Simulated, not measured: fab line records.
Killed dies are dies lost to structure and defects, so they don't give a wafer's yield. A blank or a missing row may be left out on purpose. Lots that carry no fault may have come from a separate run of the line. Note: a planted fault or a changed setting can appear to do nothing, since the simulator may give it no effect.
Comparing a struck lot with a sound one	flow berkeleyCmos170	44 out of 331 route steps
Sound: wafers L445.3, L445.4, L445.5. Wafers struck: L451.1, L451.5, L451.6. The cause is named last.
Order at every step that has rows: each side's tool, ch and its chambers, its first start. Under that, the readings that differ: sound wafers	struck wafers	difference of the means	sigmas: that difference in standard deviations of wafers without a fault.
alike: readings whose means differ by less than 2 such deviations, and words and numbers that are the same on both sides. not compared: withheld readings, readings that some wafer has no value for, bounds like >300 that may hide the same value, and numbers for which the record gives no deviation and whose values overlap.
Wherever a step has rows on one side only, a row that says differs or no value, or a row with sigmas, the two part there. Numbers that don't overlap but have no deviation are shown without sigmas and don't part them. A reading that every wafer of one side lacks parts them only if that side has two wafers or more.

UCB170_GATE_STRIP_16: strips in O2.
  sound on plasmaAsher-02 ch 0,1, day 8 17:37; struck on plasmaAsher-04 ch 0,1, day 9 07:10
  alike: drypumpMotorCurrentA, oesProductAu
  not compared: rfHoursCounterH
UCB170_GATE_CD_MEAS_90 targets a cd of 350 nm.
  sound on cdSem-02 at day 8 17:59; struck on cdSem-02 at day 9 07:16
  alike: cdNm
then, 7 steps without rows for these wafers: UCB170_GATE_CLEAN_17 (cleans in SPM, time 600 s); UCB170_PLDD_HMDS_00 (prime time 60 s); UCB170_PLDD_COAT_01 (resist thk 900 nm); UCB170_PLDD_SOFTBAKE_02 (time 60 s); UCB170_PLDD_EXPOSE_03 (exposes mask PSELECT, target cd 1200 nm); UCB170_PLDD_PEB_04; UCB170_PLDD_DEVELOP_05 (develop time 45 s).
UCB170_PLDD_CD_MEAS_06 targets a cd of 1200 nm.
  sound on cdSem-01 at day 8 19:16; struck on cdSem-01 at day 9 09:10
  alike: cdNm
UCB170_PLDD_OVL_MEAS_07:
  sound on overlay-02 at day 8 19:21; struck on overlay-02 at day 9 09:17
  alike: PLDD_OVL
after that, 1 step had no rows for these wafers: UCB170_PLDD_IMPLANT_08.
UCB170_PLDD_IMPLANT_09:
  sound on implanter-03 ch 0, day 8 19:34; struck on implanter-02 ch 0, day 9 09:29
reading	sound	struck	difference	sigmas
doseIonsCm2	4.998e+13 4.994e+13 5e+13	5.139e+13 5.15e+13 5.144e+13	+1.470e+12	+24
  alike: tiltDeg
UCB170_PLDD_STRIP_10: strips in O2.
  sound on plasmaAsher-04 ch 0,1, day 8 19:43; struck on plasmaAsher-04 ch 0,1, day 9 09:38
  alike: drypumpMotorCurrentA, oesProductAu, stripTimeToEndpointS
  not compared: rfHoursCounterH
UCB170_PLDD_TW_MEAS_11:
  sound on filmMetro-03 at day 8 19:47; struck on filmMetro-03 at day 9 09:44
  alike: PLDD_TW
then, 7 steps without rows for these wafers: UCB170_PLDD_CLEAN_12 (cleans in SPM, time 600 s); UCB170_NLDD_HMDS_00 (prime time 60 s); UCB170_NLDD_COAT_01 (resist thk 900 nm); UCB170_NLDD_SOFTBAKE_02 (time 60 s); UCB170_NLDD_EXPOSE_03 (exposes mask NSELECT, target cd 1200 nm); UCB170_NLDD_PEB_04; UCB170_NLDD_DEVELOP_05 (develop time 45 s).
UCB170_NLDD_CD_MEAS_06 targets a cd of 1200 nm.
  sound on cdSem-01 at day 8 21:07; struck on cdSem-01 at day 9 11:49
  alike: cdNm
UCB170_NLDD_OVL_MEAS_07:
  sound on overlay-02 at day 8 21:13; struck on overlay-01 at day 9 11:56
  alike: NLDD_OVL
then, 2 steps without rows for these wafers: UCB170_NLDD_IMPLANT_08; UCB170_NLDD_IMPLANT_09.
UCB170_NLDD_STRIP_10: strips in O2.
  sound on plasmaAsher-01 ch 0,1, day 8 21:34; struck on plasmaAsher-02 ch 0,1, day 9 12:16
  alike: drypumpMotorCurrentA, oesProductAu, stripTimeToEndpointS
  not compared: rfHoursCounterH
UCB170_NLDD_TW_MEAS_11:
  sound on filmMetro-01 at day 8 21:40; struck on filmMetro-01 at day 9 12:22
  alike: NLDD_TW
then, 1 step without rows for these wafers: UCB170_NLDD_CLEAN_12 (cleans in SPM, time 600 s).
UCB170_SPACER_CVD_00: deposits SiO2 from TEOS/O2, target thk 376 nm, time 47 s.
  sound on pecvd-04 ch 0,1,2, day 8 22:02; struck on pecvd-01 ch 0,1, day 9 12:36
  alike: heaterPowerW
UCB170_SPACER_THK_MEAS_01:
  sound on filmMetro-02 at day 8 22:05; struck on filmMetro-02 at day 9 12:39
  alike: SPACER_TEOS_THK
then, 1 step without rows for these wafers: UCB170_SPACER_ANNEAL_02 (time 1800 s).
UCB170_SPACER_ETCHBACK_03: etches SiO2 in CHF3/CF4/Ar, stops on Si, target depth 376 nm, time 100 s.
  sound on rieDiel-02 ch 0,1, day 9 02:35; struck on rieDiel-01 ch 1,2,3, day 9 18:44
  alike: drypumpMotorCurrentA, oesProductAu, throttleValvePct
  not compared: rfHoursCounterH
then, 6 steps without rows for these wafers: UCB170_PSD_HMDS_00 (prime time 60 s); UCB170_PSD_COAT_01 (resist thk 900 nm); UCB170_PSD_SOFTBAKE_02 (time 60 s); UCB170_PSD_EXPOSE_03 (exposes mask PSELECT MOD, target cd 1200 nm); UCB170_PSD_PEB_04; UCB170_PSD_DEVELOP_05 (develop time 45 s).
UCB170_PSD_CD_MEAS_06 targets a cd of 1200 nm.
  sound on cdSem-01 at day 9 04:17; struck on cdSem-01 at day 9 19:59
reading	sound	struck	difference	sigmas
cdNm (nm)	1198.5 1200.4 1198.9	1203.4 1203.1 1202.2	+3.6	+2
UCB170_PSD_OVL_MEAS_07:
  sound on overlay-01 at day 9 04:23; struck on overlay-02 at day 9 20:06
reading	sound	struck	difference	sigmas
PSD_OVL (nm)	14 4 5	-7 1 -5	-11	-2
after that, 1 step had no rows for these wafers: UCB170_PSD_IMPLANT_08.
UCB170_SDANNEAL_RS_MEAS_04: the measuring method here is four-point-probe.
  sound on filmMetro-03 at day 9 08:14; struck on filmMetro-03 at day 9 23:33
reading	sound	struck	difference	sigmas
PLDD_RS (ohm/sq)	1031.8 1032.2 1030.4	1018.2 1019.8 1019.6	-12.3	-5
UCB170_M3_PROBE_99:
  rows exist in the record for the struck wafers here (prober-01, day 10 20:19), but not for the sound ones

WHERE THEY PART
Last at UCB170_M3_PROBE_99 as far as this record goes, first at UCB170_PLDD_IMPLANT_09.

WHY: what the simulator had put in
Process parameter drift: implanter-02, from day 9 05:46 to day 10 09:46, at UCB170_PLDD_IMPLANT_09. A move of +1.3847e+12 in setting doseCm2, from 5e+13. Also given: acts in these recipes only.
